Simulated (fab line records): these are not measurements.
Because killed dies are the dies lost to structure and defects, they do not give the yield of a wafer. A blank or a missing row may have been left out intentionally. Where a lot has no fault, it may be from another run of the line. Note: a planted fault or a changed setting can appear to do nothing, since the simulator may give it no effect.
fab line records ; flow ritCmos
[record] lots = 14; wafers = 42; lastDay = 7
route steps=202 shown SPACER@128 M1@201
lots untouched by any fault: they come from a run of this same line in which no faults occurred
startH: hours from the record's opening day to when the first of the lot's shown wafers began ; waitH: hours elapsed since this lot's preceding step ; " as in the row above ; L1.1+2: a row that stands for several wafers ; - no value, or no start was given ; * or withheld: withheld ; < > ~ a bound
route shown NAME@n: names a module that has steps shown in the file, with the first one's number in the route ; usual: the fault-free wafers' mean and standard deviation ; same: alike in all rows ; chamber/n: place in a boat ; sites: per-site readings ; _std_site: how widely they spread, as a standard deviation ; _edge_site: outer sites' mean less inner sites' ; radiusMm: for every site, how far away it sits from the centre of the wafer ; mask NAME#n: copy n ; behind: the last tool/chamber to shape the wafer ; hold: the reason the lot was held/the length of the hold in hours/how it ended ; device: the transistor (n, p or np) that didn't switch ; end of line: tests run on the same wafers once the route is complete ; step lacking rows: just its recipe ; killed: at the first sort, the dies lost to defects and structure; wafer yield is something else ; map: a wafer's dies, x killed, . not, _ none there
set.NAME: the setting as run; set.NAME@STEP: as run at that earlier step ; model.NAME: the simulator's own value behind a step, which no gauge read
the route's steps for a sample of lots (tables are steps, rows are wafers)
services: the hour from which a tool's chamber was out of use, counted from the record's first day as startH (under 0 if before that day), plus the number of hours and why
[[steps]]
[step RIT_SPACER_CVD_03]
[recipe] material = Si3N4; targetThkNm = 250; tempC = 810; precursor = SiH2Cl2/NH3; timeS = 3300; pressureMtorr = 300; sih2cl2FlowSccm = 60; nh3FlowSccm = 150
[usual] pressureMtorr = 300.1/0.58; spikeTcLoadC = 834.7/2.3; spikeTcSourceC = 833/3.6; susceptorTempC = 810.0/0.39
lot.wafer;tool;chamber;startH;waitH;pressureMtorr;spikeTcLoadC;spikeTcSourceC;susceptorTempC
L450.1;lpcvd-01;1;58.19;0.0;300.1;832.3;834;810.4
L450.4;lpcvd-01;1;58.19;0.0;300.4;834.0;833;810.7
L450.5;lpcvd-01;1;58.19;0.0;300.7;831.5;836;810.4
L451.1;lpcvd-01;0;60.56;0.0;300.0;838.0;831;810.1
L451.5;lpcvd-01;0;60.56;0.0;299.8;837.7;833;809.5
L451.6;lpcvd-01;0;60.56;0.0;300.1;837.7;832;809.9
L452.2;lpcvd-01;0;64.54;0.0;299.4;837.5;833;810.7
L452.5;lpcvd-01;0;64.54;0.0;299.8;836.7;831;810.0
L452.6;lpcvd-01;0;64.54;0.0;299.4;837.6;832;810.1
L453.1;lpcvd-02;0;69.75;0.0;300.0;839.5;838;810.1
L453.2;lpcvd-02;0;69.75;0.0;298.9;834.7;838;810.7
L453.4;lpcvd-02;0;69.75;0.0;300.1;837.0;836;810.0
L455.1;lpcvd-01;0;84.12;0.0;300.6;835.1;831;810.4
L455.2;lpcvd-01;0;84.12;0.0;299.9;837.1;832;810.4
L455.5;lpcvd-01;0;84.12;0.0;300.3;838.2;833;809.9
L456.2;lpcvd-01;0;86.03;0.3;299.9;836.3;832;809.6
L456.5;lpcvd-01;0;86.03;0.3;300.0;836.6;832;809.5
L456.6;lpcvd-01;0;86.03;0.3;301.4;837.8;830;809.6
L457.1;lpcvd-01;1;89.37;0.0;300.7;831.6;834;810.0
L457.2;lpcvd-01;1;89.37;0.0;300.6;832.1;833;809.8
L457.4;lpcvd-01;1;89.37;0.0;299.9;832.6;834;810.0
L458.1;lpcvd-02;1;94.62;0.0;299.6;834.1;828;810.4
L458.4;lpcvd-02;1;94.62;0.0;300.3;833.2;829;810.0
L458.6;lpcvd-02;1;94.62;0.0;299.0;835.4;828;809.6
L460.1;lpcvd-02;1;107.98;0.7;299.4;834.5;827;810.1
L460.2;lpcvd-02;1;107.98;0.7;300.1;834.6;826;810.4
L460.4;lpcvd-02;1;107.98;0.7;300.1;833.3;827;810.3
L461.2;lpcvd-01;1;113.83;0.0;300.3;831.7;835;810.5
L461.3;lpcvd-01;1;113.83;0.0;300.4;832.0;835;809.6
L461.5;lpcvd-01;1;113.83;0.0;300.3;833.4;834;810.0
L463.1;lpcvd-01;1;121.26;0.0;299.7;831.5;834;810.4
L463.2;lpcvd-01;1;121.26;0.0;299.2;832.5;835;810.2
L463.3;lpcvd-01;1;121.26;0.0;299.4;831.3;835;809.8
L465.2;lpcvd-01;0;133.25;0.0;300.1;837.1;830;809.6
L465.3;lpcvd-01;0;133.25;0.0;300.4;836.8;833;809.3
L465.5;lpcvd-01;0;133.25;0.0;300.0;838.1;830;810.2
L470.2;lpcvd-02;1;153.91;0.0;299.0;834.2;829;809.7
L470.3;lpcvd-02;1;153.91;0.0;300.3;833.2;829;809.7
L470.4;lpcvd-02;1;153.91;0.0;299.8;834.8;828;809.7
L471.1;lpcvd-02;0;159.90;0.0;300.1;836.7;838;809.6
L471.5;lpcvd-02;0;159.90;0.0;300.3;837.5;838;810.4
L471.6;lpcvd-02;0;159.90;0.0;300.1;836.5;837;809.7
[step RIT_SPACER_THK_MEAS_04]
[recipe] reads = Si3N4_of_SPACER_CVD_03
[usual] SPACER_NITRIDE_THK = 250.3/2.4
lot.wafer;tool;chamber;startH;waitH;SPACER_NITRIDE_THK[nm]
L450.1;filmMetro-01;-;60.10;0.0;249.3
L450.4;filmMetro-01;-;60.10;0.0;247.9
L450.5;filmMetro-01;-;60.10;0.0;250.3
L451.1;filmMetro-01;-;62.47;0.0;255.6
L451.5;filmMetro-01;-;62.47;0.0;256.5
L451.6;filmMetro-01;-;62.47;0.0;254.7
L452.2;filmMetro-03;-;66.46;0.0;252.5
L452.5;filmMetro-03;-;66.46;0.0;250.2
L452.6;filmMetro-03;-;66.46;0.0;252.9
L453.1;filmMetro-04;-;71.66;0.0;246.8
L453.2;filmMetro-04;-;71.66;0.0;249.1
L453.4;filmMetro-04;-;71.66;0.0;248.4
L455.1;filmMetro-03;-;86.03;0.0;246.1
L455.2;filmMetro-03;-;86.03;0.0;247.6
L455.5;filmMetro-03;-;86.03;0.0;247.1
L456.2;filmMetro-03;-;87.96;0.0;250.5
L456.5;filmMetro-03;-;87.96;0.0;249.6
L456.6;filmMetro-03;-;87.96;0.0;250.4
L457.1;filmMetro-04;-;91.29;0.0;253.5
L457.2;filmMetro-04;-;91.29;0.0;253.2
L457.4;filmMetro-04;-;91.29;0.0;253.4
L458.1;filmMetro-04;-;96.54;0.0;249.4
L458.4;filmMetro-04;-;96.54;0.0;249.0
L458.6;filmMetro-04;-;96.54;0.0;249.8
L460.1;filmMetro-04;-;109.89;0.0;254.8
L460.2;filmMetro-04;-;109.89;0.0;253.8
L460.4;filmMetro-04;-;109.89;0.0;251.9
L461.2;filmMetro-01;-;116.71;0.0;251.4
L461.3;filmMetro-01;-;116.71;0.0;253.5
L461.5;filmMetro-01;-;116.71;0.0;253.2
L463.1;filmMetro-04;-;123.18;0.0;105.4
L463.2;filmMetro-04;-;123.18;0.0;105.5
L463.3;filmMetro-04;-;123.18;0.0;102.9
L465.2;filmMetro-04;-;135.17;0.0;98.7
L465.3;filmMetro-04;-;135.17;0.0;100.3
L465.5;filmMetro-04;-;135.17;0.0;100.8
L470.2;filmMetro-03;-;156.80;0.0;245.7
L470.3;filmMetro-03;-;156.80;0.0;249.4
L470.4;filmMetro-03;-;156.80;0.0;251.4
L471.1;filmMetro-03;-;162.78;0.0;247.0
L471.5;filmMetro-03;-;162.78;0.0;244.7
L471.6;filmMetro-03;-;162.78;0.0;248.3
[step RIT_SPACER_ETCHBACK_05]
[recipe] targetDepthA = 2500; SF6_flow_sccm = 30; CHF3_flow_sccm = 30; target = Si3N4; chemistry = SF6/CHF3; pressureMtorr = 40; rfW = 250; timeS = 240; stopOn = SiO2
[usual] CHF3_flow_sccm = 30.01/0.091; drypumpMotorCurrentA = 5.8/0.68; oesProductAu = 0.840/0.015; throttleValvePct = 10.23/0.13
[same] timeS = 240
lot.wafer;tool;chamber;startH;waitH;CHF3_flow_sccm;drypumpMotorCurrentA;oesProductAu;rfHoursCounterH;throttleValvePct
L450.1;rieDiel-04;1;60.16;0.1;29.91;4.7;0.839;72;10.31
L450.4;rieDiel-04;2;60.16;0.1;30.07;5.4;0.830;105;10.45
L450.5;rieDiel-04;1;60.16;0.1;29.95;4.7;0.844;-;10.29
L451.1;rieDiel-01;1;62.53;0.1;29.97;6.7;0.846;17;10.26
L451.5;rieDiel-01;3;62.53;0.1;30.09;6.5;0.883;-;10.15
L451.6;rieDiel-01;2;62.53;0.1;30.01;5.2;0.831;-;10.35
L452.2;rieDiel-02;3;66.51;0.0;29.93;6.2;0.844;22;10.27
L452.5;rieDiel-02;2;66.51;0.0;30.02;5.6;0.851;-;10.33
L452.6;rieDiel-02;3;66.51;0.0;30.09;6.2;0.840;-;10.26
L453.1;rieDiel-04;0;71.72;0.1;29.86;6.2;0.822;135;10.19
L453.2;rieDiel-04;3;71.72;0.1;30.06;6.4;0.826;3;9.96
L453.4;rieDiel-04;1;71.72;0.1;30.02;4.7;0.834;72;10.31
L455.1;rieDiel-04;0;86.09;0.1;29.92;6.3;0.817;136;10.18
L455.2;rieDiel-04;3;86.09;0.1;30.20;6.3;0.825;3;9.94
L455.5;rieDiel-04;0;86.09;0.1;29.78;6.3;0.822;-;10.20
L456.2;rieDiel-02;1;88.01;0.0;30.00;4.9;0.850;14;10.34
L456.5;rieDiel-02;3;88.01;0.0;30.11;6.2;0.831;-;10.26
L456.6;rieDiel-02;0;88.01;0.0;29.92;6.5;0.838;-;10.09
L457.1;rieDiel-01;3;91.35;0.1;29.90;6.4;0.887;23;10.15
L457.2;rieDiel-01;0;91.35;0.1;29.99;5.2;0.866;158;10.07
L457.4;rieDiel-01;1;91.35;0.1;29.86;6.6;0.834;18;10.25
L458.1;rieDiel-01;3;96.60;0.1;30.00;6.4;0.863;23;10.15
L458.4;rieDiel-01;1;96.60;0.1;29.89;6.7;0.838;18;10.24
L458.6;rieDiel-01;0;96.60;0.1;29.88;5.2;0.848;-;10.08
L460.1;rieDiel-01;2;109.95;0.1;29.97;5.2;0.820;19;10.33
L460.2;rieDiel-01;1;109.95;0.1;30.12;6.7;0.840;19;10.28
L460.4;rieDiel-01;3;109.95;0.1;29.85;6.4;0.875;-;10.18
L461.2;rieDiel-02;0;116.76;0.0;30.11;6.5;0.838;36;10.08
L461.3;rieDiel-02;3;116.76;0.0;30.13;6.2;0.838;23;10.24
L461.5;rieDiel-02;3;116.76;0.0;30.14;6.2;0.843;-;10.28
L463.1;rieDiel-02;2;123.24;0.1;29.96;5.7;0.493;6;10.21
L463.2;rieDiel-02;1;123.24;0.1;30.14;4.9;0.491;15;10.23
L463.3;rieDiel-02;0;123.24;0.1;29.94;6.5;0.474;36;9.96
L465.2;rieDiel-01;3;135.22;0.0;29.93;6.4;0.491;24;10.02
L465.3;rieDiel-01;1;135.22;0.0;30.06;6.6;0.477;19;10.15
L465.5;rieDiel-01;0;135.22;0.0;30.04;5.2;0.481;-;9.98
L470.2;rieDiel-02;1;156.85;0.0;29.95;4.9;0.836;15;10.33
L470.3;rieDiel-02;2;156.85;0.0;29.98;5.6;0.846;6;10.35
L470.4;rieDiel-02;3;156.85;0.0;30.02;6.2;0.836;23;10.25
L471.1;rieDiel-02;3;162.84;0.1;30.04;6.2;0.831;23;10.25
L471.5;rieDiel-02;3;162.84;0.1;29.93;6.3;0.824;-;10.26
L471.6;rieDiel-02;0;162.84;0.1;30.11;6.5;0.833;-;10.08
[step RIT_M1_BOW_MEAS_16]
[recipe] mode = bow
[usual] M1_BOW = 16/6.3
lot.wafer;tool;chamber;startH;waitH;M1_BOW[um]
L450.1;filmMetro-04;-;72.65;0.0;19
L450.4;filmMetro-04;-;72.65;0.0;13
L450.5;filmMetro-04;-;72.65;0.0;29
L451.1;filmMetro-03;-;74.15;0.0;12
L451.5;filmMetro-03;-;74.15;0.0;16
L451.6;filmMetro-03;-;74.15;0.0;11
L452.2;filmMetro-03;-;77.86;0.0;19
L452.5;filmMetro-03;-;77.86;0.0;25
L452.6;filmMetro-03;-;77.86;0.0;12
L453.1;filmMetro-04;-;83.55;0.0;13
L453.2;filmMetro-04;-;83.55;0.0;10
L453.4;filmMetro-04;-;83.55;0.0;25
L455.1;filmMetro-03;-;98.73;0.0;11
L455.2;filmMetro-03;-;98.73;0.0;19
L455.5;filmMetro-03;-;98.73;0.0;-7
L456.2;filmMetro-04;-;100.25;0.0;20
L456.5;filmMetro-04;-;100.25;0.0;19
L456.6;filmMetro-04;-;100.25;0.0;19
L457.1;filmMetro-04;-;106.05;0.0;28
L457.2;filmMetro-04;-;106.05;0.0;14
L457.4;filmMetro-04;-;106.05;0.0;14
L458.1;filmMetro-03;-;107.80;0.0;13
L458.4;filmMetro-03;-;107.80;0.0;11
L458.6;filmMetro-03;-;107.80;0.0;17
L460.1;filmMetro-03;-;121.85;0.0;31
L460.2;filmMetro-03;-;121.85;0.0;9
L460.4;filmMetro-03;-;121.85;0.0;19
L461.2;filmMetro-02;-;128.00;0.0;13
L461.3;filmMetro-02;-;128.00;0.0;24
L461.5;filmMetro-02;-;128.00;0.0;21
L463.1;filmMetro-02;-;135.23;0.0;-4
L463.2;filmMetro-02;-;135.23;0.0;-8
L463.3;filmMetro-02;-;135.23;0.0;-1
L465.2;filmMetro-04;-;146.50;0.0;1
L465.3;filmMetro-04;-;146.50;0.0;-9
L465.5;filmMetro-04;-;146.50;0.0;-5
L470.2;filmMetro-03;-;168.21;0.0;17
L470.3;filmMetro-03;-;168.21;0.0;12
L470.4;filmMetro-03;-;168.21;0.0;17
L471.1;filmMetro-02;-;174.13;0.0;18
L471.5;filmMetro-02;-;174.13;0.0;9
L471.6;filmMetro-02;-;174.13;0.0;21
[step RIT_M1_PROBE_99]
[usual] killedAtContacts = 0.1/0.26; killedAtFrontEnd = 7/3.1; killedDies = 7/3.1; killedOpen = 3.5/1.9; killedShort = 3.4/2.1
[same] grossDies = 264; killed_at_M0_to_M3 = 0; killed_at_M4_up = 0; killedAtBackSide = 0; killedAtOther = 0
lot.wafer;tool;chamber;startH;waitH;killedAtContacts;killedAtFrontEnd;killedDies;killedOpen;killedShort
L460.1;prober-02;-;121.97;0.1;0;7;7;4;3
L460.2;prober-02;-;122.02;0.1;1;4;5;1;4
L460.4;prober-02;-;122.12;0.2;0;3;3;2;1
L461.2;prober-01;-;128.15;0.1;0;2;2;2;0
L461.3;prober-01;-;128.20;0.2;0;7;7;4;3
L461.5;prober-01;-;128.30;0.2;0;6;6;2;4
L465.2;prober-01;-;146.65;0.1;0;5;5;3;2
L465.3;prober-01;-;146.70;0.2;0;8;8;3;5
L465.5;prober-01;-;146.80;0.2;0;8;8;6;2
L470.2;prober-02;-;168.36;0.1;0;4;4;3;1
L470.3;prober-02;-;168.41;0.2;0;6;6;3;3
L470.4;prober-02;-;168.46;0.2;0;7;7;4;3
L471.1;prober-01;-;174.25;0.1;0;5;5;3;2
L471.5;prober-01;-;174.45;0.2;0;6;6;3;3
L471.6;prober-01;-;174.50;0.2;0;7;7;4;3
// killed by level:class
L460.1 FOX1:geometricParticle:open=2 FOX2:geometricParticle:short=2 FOX2:geometricParticle:open=1 GATE:geometricParticle:open=1 SPACER:geometricParticle:short=1
L460.2 REOX:geometricParticle:short=2 GATE:geometricParticle:open=1 SILICIDE:geometricParticle:short=1 CONTACT:geometricParticle:short=1
L460.4 SPACER:geometricParticle:open=1 FOX1:geometricParticle:short=1 GATE:geometricParticle:open=1
L461.2 FOX2:geometricParticle:open=1 GATE:geometricParticle:open=1
L461.3 GATE:geometricParticle:short=2 GATE:geometricParticle:open=2 FOX2:geometricParticle:open=1 SPACER:geometricParticle:short=1 SILICIDE:geometricParticle:open=1
L461.5 FOX1:geometricParticle:short=2 FOX1:geometricParticle:open=1 GATE:geometricParticle:open=1 SPACER:geometricParticle:short=1 SILICIDE:geometricParticle:short=1
L465.2 REOX:geometricParticle:open=2 GATE:geometricParticle:open=1 REOX:geometricParticle:short=1 SPACER:geometricParticle:short=1
L465.3 GATE:geometricParticle:short=4 FOX2:geometricParticle:short=1 GATE:geometricParticle:open=1 REOX:geometricParticle:open=1 SPACER:geometricParticle:open=1
L465.5 FOX2:geometricParticle:open=2 GATE:geometricParticle:open=2 REOX:geometricParticle:short=1 SPACER:geometricParticle:short=1 SPACER:geometricParticle:open=1 SILICIDE:geometricParticle:open=1
L470.2 GATE:geometricParticle:open=3 GATE:geometricParticle:short=1
L470.3 GATE:geometricParticle:short=2 SPACER:geometricParticle:open=2 REOX:geometricParticle:open=1 SILICIDE:geometricParticle:short=1
L470.4 GATE:geometricParticle:short=2 SPACER:geometricParticle:open=2 REOX:geometricParticle:short=1 REOX:geometricParticle:open=1 SILICIDE:geometricParticle:open=1
L471.1 GATE:geometricParticle:short=2 GATE:geometricParticle:open=2 SPACER:geometricParticle:open=1
L471.5 FOX1:geometricParticle:short=1 FOX1:geometricParticle:open=1 FOX2:geometricParticle:short=1 GATE:geometricParticle:open=1 SPACER:geometricParticle:open=1 SILICIDE:geometricParticle:short=1
L471.6 FOX1:geometricParticle:open=2 FOX1:geometricParticle:short=1 GATE:geometricParticle:short=1 REOX:geometricParticle:open=1 REOX:geometricParticle:short=1 SILICIDE:geometricParticle:open=1
[[services]]
tool;chamber;startH;hours;kind
rieDiel-01;-;39.73;0.3;repair
lpcvd-02;-;53.12;1.8;repair
rieDiel-02;-;72.63;2.8;pm
rieDiel-04;-;75.68;0.6;repair
rieDiel-04;1;97.35;7.6;repair
rieDiel-04;0;101.10;4.5;repair
rieDiel-01;0;106.33;-;clean
rieDiel-01;0;106.33;22.8;scheduledDown
rieDiel-01;0;106.33;22.8;ventCycle
rieDiel-04;3;109.76;2.6;repair
rieDiel-04;0;121.56;1.8;repair
rieDiel-02;-;146.66;1.0;repair
[[key]]
[firstSign] step = RIT_SPACER_THK_MEAS_04; reading = SPACER_NITRIDE_THK; direction = down; sigmas = 61; usual = 250.3; struck = 102.3
[effect] step = RIT_SPACER_ETCHBACK_05; reading = oesProductAu; direction = down; sigmas = 24; usual = 0.840; struck = 0.485
[effect] step = RIT_M1_BOW_MEAS_16; reading = M1_BOW; direction = down; sigmas = 3.2; usual = 16; struck = -4
metAt RIT_SPACER_CVD_03
struckLots L463,L465
testerLeftOut L463,L465
onsetBetween 113.83 121.26
[fault] kind = processParameterDrift; tool = lpcvd-01; chamber = -; onsetH = 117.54; steps = RIT_SPACER_CVD_03; channel = targetThkNm; offset = -149.2; shape = step; endH = 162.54; actsIn = theseRecipesOnly; stated = 250
// testerLeftOut: of these lots the tester's yield and bins aren't shown, on N5 and GAA mostly nor the transistor test; their killed dies are dies lost to structure and defects alone, not to doping, threshold or leakage, so they don't give the yield
